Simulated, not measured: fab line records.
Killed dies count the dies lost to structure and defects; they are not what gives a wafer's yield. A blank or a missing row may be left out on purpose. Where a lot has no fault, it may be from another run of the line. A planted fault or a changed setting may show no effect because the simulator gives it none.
The same fault as seen by 2 desks + flow rit cmos + each desk holds nothing but its own numbers, with what lay behind them at the end

== DESK OF THE TOOL OWNER: plasma asher-04 ==
The tool's own readings at RIT_CONTACT_STRIP_12 (strips in O2, time 180 s): means of the sampled wafers that have a number, for each lot that ran on this tool. The brackets show how far a lot's mean lies from the usual mean; more than 4 standard deviations puts the lot out of limits, marked OUT.
Columns: A = drypump motor current A at RIT_CONTACT_STRIP_12, usual 5.4 A; B = run length s at RIT_CONTACT_STRIP_12, usual 208.2 s
| lot  | first seen here | A   | B               |
|------|-----------------|-----|-----------------|
| L961 | day 4 05:58     | 5.3 | 208.2           |
| L963 | day 4 22:04     | 5.5 | 207.9           |
| L964 | day 5 01:06     | 5.5 | 207.8           |
| L966 | day 5 08:59     | 5.3 | 207.9           |
| L973 | day 6 17:48     | 5.3 | 223.7 (+34) OUT |
| L974 | day 6 21:52     | 5.2 | 231.5 (+51) OUT |
This desk's verdict: out of limits on L973, L974, starting with L973 at day 6 17:48 (run length s at RIT_CONTACT_STRIP_12). Within limits: L961, L963, L964, L966.

== FROM THE METROLOGY DESK ==
Lot by lot, what the gauges showed, no matter which tool ran the lot: averages of those sampled wafers that carry a number. The brackets show how far a lot's mean lies from the usual mean; more than 4 standard deviations puts the lot out of limits, marked OUT.
Columns: A = NLDD_RS at RIT_SDANNEAL_RS_MEAS_07, usual 151.6 ohm/sq; B = M1_BOW at RIT_M1_BOW_MEAS_16, usual 17 um
| lot  | first seen here | A     | B  |
|------|-----------------|-------|----|
| L960 | day 3 22:33     | 150.6 | 19 |
| L961 | day 4 03:44     | 152.4 | 18 |
| L962 | day 4 10:36     | 152.5 | 17 |
| L963 | day 4 19:41     | 151.6 | 9  |
| L964 | day 4 22:35     | 151.8 | 21 |
| L965 | day 5 03:32     | 151.8 | 15 |
| L966 | day 5 06:46     | 151.4 | 15 |
| L967 | day 5 11:55     | 152.1 | 17 |
| L969 | day 5 19:34     | 152.0 | 10 |
| L973 | day 6 15:28     | 151.7 | 13 |
| L974 | day 6 19:38     | 151.7 | 10 |
| L976 | day 7 05:39     | 151.9 | 19 |
| L978 | day 7 15:33     | 151.7 | 18 |
| L979 | day 7 20:31     | 151.4 | 13 |
Result from this desk: across the 14 lots, nothing is out of limits.

== PUT TOGETHER ==
The tool owner's desk could have raised an alarm at day 6 17:48, on L973, L974.
Nothing out of limits was seen by the metrology desk.
The metrology desk has L973, L974 on record, within its limits.
On plasma asher-04, each named lot ran RIT_CONTACT_STRIP_12.

== WHAT WAS PUT IN BY THE SIMULATOR ==
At RIT_CONTACT_STRIP_12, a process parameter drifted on plasma asher-04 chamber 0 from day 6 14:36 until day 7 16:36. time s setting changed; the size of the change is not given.
Lots struck among those shown: L973, L974.
Each desk's first reading out of limits, in hours after the fault started: the tool owner's desk, 3.
